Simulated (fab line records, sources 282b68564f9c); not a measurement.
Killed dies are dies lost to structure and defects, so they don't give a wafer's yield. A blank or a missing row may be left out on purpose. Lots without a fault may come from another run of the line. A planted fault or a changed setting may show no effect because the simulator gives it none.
A struck lot beside a sound one | flow rit_cmos | 44 steps out of a route of 202
Sound: wafers L472.2, L472.4, L472.6. Struck: wafers L486.1, L486.3, L486.4. The cause comes at the end.
At each step with rows: each side's tool, then ch and its chambers, then its first start. Under that, the readings that differ: sound wafers | struck wafers | difference of the means | sigmas: that difference in standard deviations of wafers without a fault.
alike: readings whose means differ by less than 2 such deviations, and words and numbers that are the same on both sides. not compared: withheld readings, readings that some wafer has no value for, bounds like >300 that may hide the same value, and numbers for which the record gives no deviation and whose values overlap.
The two part at a step that has a row with sigmas, a row that says differs or no value, or rows on one side only. Numbers that don't overlap but have no deviation are shown without sigmas and don't part them. A reading that every wafer of one side lacks parts them only if that side has two wafers or more.

first, 3 steps without rows for these wafers: RIT_PRETRO_EXPOSE_03 (exposes mask M5, target cd 43700 nm); RIT_PRETRO_PEB_04; RIT_PRETRO_DEVELOP_05 (develop time 68 s).
RIT_PRETRO_OVL_MEAS_06:
  sound on overlay-01, day 3 13:13; struck on overlay-02, day 6 10:59
  alike: PRETRO_OVL
then, 2 steps without rows for these wafers: RIT_PRETRO_HARDBAKE_07 (time 120 s); RIT_PRETRO_IMPLANT_08.
RIT_PRETRO_STRIP_09: strips in O2, time 180 s.
  sound on plasma_asher-02 ch 1, day 3 13:38; struck on plasma_asher-01 ch 0,1, day 6 11:25
  alike: drypump_motor_current_A
  not compared: rf_hours_counter_h
RIT_PRETRO_TW_MEAS_10:
  sound on film_metro-03, day 3 13:49; struck on film_metro-03, day 6 11:35
  alike: PRETRO_TW
then, 4 steps without rows for these wafers: RIT_GATE_WET_ETCH_00 (etches SiO2 in BOE, target depth 56 nm, time 60 s); RIT_GATE_CLEAN_01 (cleans in SC1, time 600 s); RIT_GATE_CLEAN_02 (cleans in dHF, time 30 s); RIT_GATE_CLEAN_03 (cleans in SC2, time 600 s).
RIT_GATE_CLEAN_04: cleans in dHF, time 60 s.
  sound on wet_bench-01 ch 2, day 3 14:17; struck on wet_bench-02 ch 0, day 6 12:02
  reading                                     | sound             | struck            | difference | sigmas
  run_length_s (s)                            | 84.3 84.3 84.3    | 325.8 325.8 325.8 | +241.5     | +99 or more
  model.SiO2_of_FOX2_OXIDATION_00.thk_nm (nm) | 266.5 258.7 261.3 | 229.2 226.4 231.8 | -33.0      |
RIT_FOX2_THK_MEAS_91:
  sound on film_metro-03, day 3 14:19; struck on film_metro-01, day 6 12:04
  reading                     | sound       | struck      | difference | sigmas
  FIELD_OXIDE_LEFT_2_THK (nm) | 267 259 261 | 229 226 232 | -33        | -5
then, 2 steps without rows for these wafers: RIT_GATE_OXIDATION_05 (target thk 3 nm, ox time 270 s); RIT_GATE_ANNEAL_06 (time 600 s).
RIT_GATE_THK_MEAS_07:
  sound on film_metro-01, day 3 20:05; struck on film_metro-04, day 6 20:42
  alike: GATE_OXIDE_THK
then, 1 step without rows for these wafers: RIT_GATE_CVD_08 (deposits poly-Si from SiH4, target thk 250 nm, time 2220 s).
RIT_GATE_THK_MEAS_09:
  sound on film_metro-01, day 3 22:35; struck on film_metro-04, day 7 00:46
  alike: GATE_POLY_THK
then, 6 steps without rows for these wafers: RIT_GATE_HMDS_10 (prime time 60 s); RIT_GATE_COAT_11 (resist thk 850 nm); RIT_GATE_SOFTBAKE_12 (time 60 s); RIT_GATE_EXPOSE_13 (exposes mask M6, target cd 150 nm); RIT_GATE_PEB_14; RIT_GATE_DEVELOP_15 (develop time 50 s).
RIT_GATE_CD_MEAS_16: target cd 150 nm.
  sound on cd_sem-02, day 3 23:30; struck on cd_sem-01, day 7 01:40
  alike: cd_nm
RIT_GATE_OVL_MEAS_17:
  sound on overlay-02, day 3 23:37; struck on overlay-02, day 7 01:47
  alike: GATE_OVL
then, 1 step without rows for these wafers: RIT_GATE_HARDBAKE_18 (time 60 s).
RIT_GATE_ETCH_19: etches poly-Si in SF6/CHF3/O2, stops on SiO2, time 165 s, target depth 312.5 nm.
  sound on rie_si-01 ch 0,2, day 3 23:47; struck on rie_si-01 ch 0,2,3, day 7 01:58
  alike: drypump_motor_current_A, oes_product_au, throttle_valve_pct
  not compared: rf_hours_counter_h
RIT_GATE_STRIP_20: strips in O2, time 180 s.
  sound on plasma_asher-02 ch 0,1, day 3 23:53; struck on plasma_asher-04 ch 0,1, day 7 02:05
  alike: drypump_motor_current_A
  not compared: rf_hours_counter_h
RIT_GATE_CD_MEAS_90: target cd 150 nm.
  sound on cd_sem-02, day 4 00:05; struck on cd_sem-02, day 7 02:16
  alike: cd_nm
then, 4 steps without rows for these wafers: RIT_REOX_CLEAN_00 (cleans in SC1, time 600 s); RIT_REOX_CLEAN_01 (cleans in dHF, time 30 s); RIT_REOX_CLEAN_02 (cleans in SC2, time 600 s); RIT_REOX_OXIDATION_03 (target thk 25.2 nm, ox time 5580 s).
RIT_REOX_THK_MEAS_04:
  sound on film_metro-02, day 4 03:58; struck on film_metro-02, day 7 07:53
  alike: REOX_OXIDE_THK
then, 6 steps without rows for these wafers: RIT_NLDD_HMDS_00 (prime time 60 s); RIT_NLDD_COAT_01 (resist thk 1000 nm); RIT_NLDD_SOFTBAKE_02 (time 60 s); RIT_NLDD_EXPOSE_03 (exposes mask M7, target cd 40700 nm); RIT_NLDD_PEB_04; RIT_NLDD_DEVELOP_05 (develop time 50 s).
RIT_SILICIDE_WET_ETCH_00: etches SiO2 in BOE, target depth 14 nm, time 15 s.
  sound on wet_bench-01 ch 3, day 4 14:42; struck on wet_bench-03 ch 3, day 7 18:58
  reading                                     | sound             | struck            | difference | sigmas
  model.SiO2_of_FOX2_OXIDATION_00.thk_nm (nm) | 160.7 152.4 155.6 | 123.1 121.1 126.7 | -32.6      |
RIT_M1_PROBE_99:
  the record has rows for the struck wafers here (prober-01, day 8 02:01) and none for the sound ones

WHERE THEY PART
First at RIT_GATE_CLEAN_04; last, within this record, at RIT_M1_PROBE_99.

WHY: what the simulator had put in
Process parameter drift: wet_bench-02, from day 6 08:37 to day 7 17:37, at RIT_GATE_CLEAN_04. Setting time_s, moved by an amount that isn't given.
